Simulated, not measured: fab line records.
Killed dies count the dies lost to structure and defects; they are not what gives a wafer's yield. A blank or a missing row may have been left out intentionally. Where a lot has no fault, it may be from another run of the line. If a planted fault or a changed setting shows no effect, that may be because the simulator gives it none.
Which tool did it? + flow berkeleyCmos170 + Sampling: 7 lots, 21 wafers, 2 of 331 route steps

## WHAT THE GAUGES SHOWED, per wafer
UCB170_V1_OVL_MEAS_13.
| lot  | measured     | on         | V1_OVL (nm) |
|------|--------------|------------|-------------|
| L838 | day 8 23:55  | overlay-01 | 6 0 -4      |
| L840 | day 9 09:44  | overlay-02 | -3 5 0      |
| L842 | day 9 07:02  | overlay-02 | -1 -6 -2    |
| L851 | day 11 02:38 | overlay-02 | 5 2 9       |
| L852 | day 11 10:19 | overlay-02 | 0 -5 -2     |
| L855 | day 12 04:20 | overlay-02 | -1 -2 3     |
| L858 | day 13 05:13 | overlay-01 | -11 -12 -9  |

## WHAT TOOL EACH LOT RAN ON (gives the tool, then ch and the chambers of the sampled wafers, and finally the start)
| lot  | UCB170_ACTIVE_CVD_05       |
|------|----------------------------|
| L838 | lpcvd-01 ch 1, day 5 06:43 |
| L840 | lpcvd-01 ch 0, day 5 16:16 |
| L842 | lpcvd-01 ch 0, day 5 16:16 |
| L851 | lpcvd-02 ch 1, day 7 03:22 |
| L852 | lpcvd-01 ch 0, day 7 08:46 |
| L855 | lpcvd-02 ch 1, day 7 23:50 |
| L858 | lpcvd-02 ch 1, day 9 06:37 |
- UCB170_ACTIVE_CVD_05: deposits Si3N4 from SiH2Cl2/NH3, target thk 220 nm, time 3300 s.

## THE ANSWER, worked out from the rows above alone
Rule: the lots themselves supply what counts as usual. The widest of any qualifying gaps counts: lots, ordered by their means at a reading, are off when they make up no more than a third of the lots, leave a main group of 4 or more, and stand apart from it by 3 or more times the standard deviation of that group's means. Not used: any main group whose means are identical at the precision the tables above print for the reading. Also off: a lot with no number at a reading for which 4 or more lots have one. All remaining lots with rows at the step are treated as sound.
No lot is off at any reading shown: from this, nothing can be told.

## WHAT THE SIMULATOR PUT IN
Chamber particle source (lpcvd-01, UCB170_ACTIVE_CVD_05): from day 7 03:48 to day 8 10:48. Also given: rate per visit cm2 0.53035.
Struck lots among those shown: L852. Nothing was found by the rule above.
